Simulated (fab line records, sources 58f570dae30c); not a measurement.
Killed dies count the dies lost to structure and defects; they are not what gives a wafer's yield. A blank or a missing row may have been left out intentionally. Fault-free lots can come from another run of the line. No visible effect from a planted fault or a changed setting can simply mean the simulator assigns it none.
Split-lot study | flow berkeley cmos170 | 23 wafers read across 5 lots, on a route 331 steps long

SPLIT DETAILS
At UCB170_V1_ETCH_14 (etches SiO2 in CHF3/CF4/Ar, stops on Al, target depth 1250 nm, time 291 s), the setting time s was moved away from the recipe's 291 s on 7 of the 23 wafers read, by -7.0% to +8.7%. This setting was run at the recipe's value on the other wafers.

The split's own step is where the reading is taken.

THE READING
KrF_of_V1_COAT_07.thk nm (the simulator's own value, which no gauge read), in nm, at UCB170_V1_ETCH_14 (etches SiO2 in CHF3/CF4/Ar, stops on Al, target depth 1250 nm, time 291 s). No usual value for it is given in the file. Average 611.8 nm, standard deviation 4.5 nm, over the 16 wafers here run with the recipe.

wafer  | tool, chamber at the split | time s as run, s | against the recipe | KrF_of_V1_COAT_07.thk nm, nm | against lot-mates on the recipe
L074.1 | rie diel-03, 1             | 291              | recipe             | 607.2                        | -
L074.2 | rie diel-03, 2             | 291              | recipe             | 607.7                        | -
L074.4 | rie diel-03, 3             | 291              | recipe             | 610.5                        | -
L074.5 | rie diel-03, 1             | 291              | recipe             | 607.3                        | -
L074.6 | rie diel-03, 2             | 291              | recipe             | 609.4                        | -
L076.1 | rie diel-03, 1             | 291              | recipe             | 611.5                        | -
L076.3 | rie diel-03, 2             | 274.1            | -5.8%              | 623.1                        | +15.9
L076.4 | rie diel-03, 1             | 274.1            | -5.8%              | 621.2                        | +14.0
L076.5 | rie diel-03, 0             | 274.1            | -5.8%              | 631                          | +23.8
L076.6 | rie diel-03, 2             | 291              | recipe             | 603                          | -
L080.1 | rie diel-02, 0             | 291              | recipe             | 612.1                        | -
L080.2 | rie diel-02, 2             | 291              | recipe             | 613                          | -
L080.3 | rie diel-02, 3             | 291              | recipe             | 610.2                        | -
L080.5 | rie diel-02, 1             | 316.3            | +8.7%              | 590.4                        | -21.4
L080.6 | rie diel-02, 2             | 316.3            | +8.7%              | 587.4                        | -24.4
L081.1 | rie diel-02, 1             | 291              | recipe             | 617.8                        | -
L081.2 | rie diel-02, 2             | 291              | recipe             | 617.4                        | -
L081.3 | rie diel-02, 0             | 270.5            | -7.0%              | 636.7                        | +21.9
L081.4 | rie diel-02, 3             | 291              | recipe             | 609.2                        | -
L081.5 | rie diel-02, 3             | 270.5            | -7.0%              | 630.7                        | +15.9
L084.3 | rie diel-02, 0             | 291              | recipe             | 617                          | -
L084.5 | rie diel-02, 0             | 291              | recipe             | 617.4                        | -
L084.6 | rie diel-02, 1             | 291              | recipe             | 618.2                        | -

FIT RESULTS
A straight line over all 23 wafers: KrF_of_V1_COAT_07.thk nm changes by -2.67 nm for each +1% of time s; r = -0.92; the points scatter about the line by 4.5 nm.
The same after taking each lot's own level away (the mean of its wafers on the recipe; 23 wafers): -2.76 nm for each +1%; r = -0.97; scatter 3 nm.
According to that fit, moving time s by its largest amount changes the reading by 24 nm.
Across the lots, their own levels run from 607.25 to 617.53 nm, a range of 2.3 times the standard deviation given above.
So the lot-to-lot level changes the slope little: the two slopes agree.
Check: with one of the wafers moved furthest among these (+8.7%) left out of the fit, the line predicts -24.7 nm for it against its lot-mates. Against them it came out at -21.4 nm.

THESE WAFERS: OTHER SPLITS
Before the reading, these wafers also passed through other splits. Each is held against what the fit with the lots' levels taken away leaves over:
other split on the same wafers     | wafers away from the commonest value | r with KrF_of_V1_COAT_07.thk nm (lot level and that fit taken away)
UCB170_SILICIDE_SPUTTER_01 power w | 11                                   | +0.37
UCB170_CONTACT_PEB_13 peb temp c   | 9                                    | +0.08
UCB170_M1_SPUTTER_00 power w       | 10                                   | -0.04
UCB170_M1_PEB_07 peb temp c        | 6                                    | +0.44

THE WHOLE CHAIN: every reading that the file lists as answering this split, in the file's order
step               | what it does                                                              | reading                                                                   | change (the file's fit)              | r (the file's)
UCB170_V1_ETCH_14  | etches SiO2 in CHF3/CF4/Ar, stops on Al, target depth 1250 nm, time 291 s | KrF_of_V1_COAT_07.thk nm (the simulator's own value, which no gauge read) | -2.74 nm for each +1% of the setting | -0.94
UCB170_V1_STRIP_15 | strips in O2                                                              | strip time to endpoint s                                                  | withheld for each +1% of the setting | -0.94

THE FILE'S OWN FIT
KrF_of_V1_COAT_07.thk nm changes by -2.74 nm for each +1% of time s, r = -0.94.
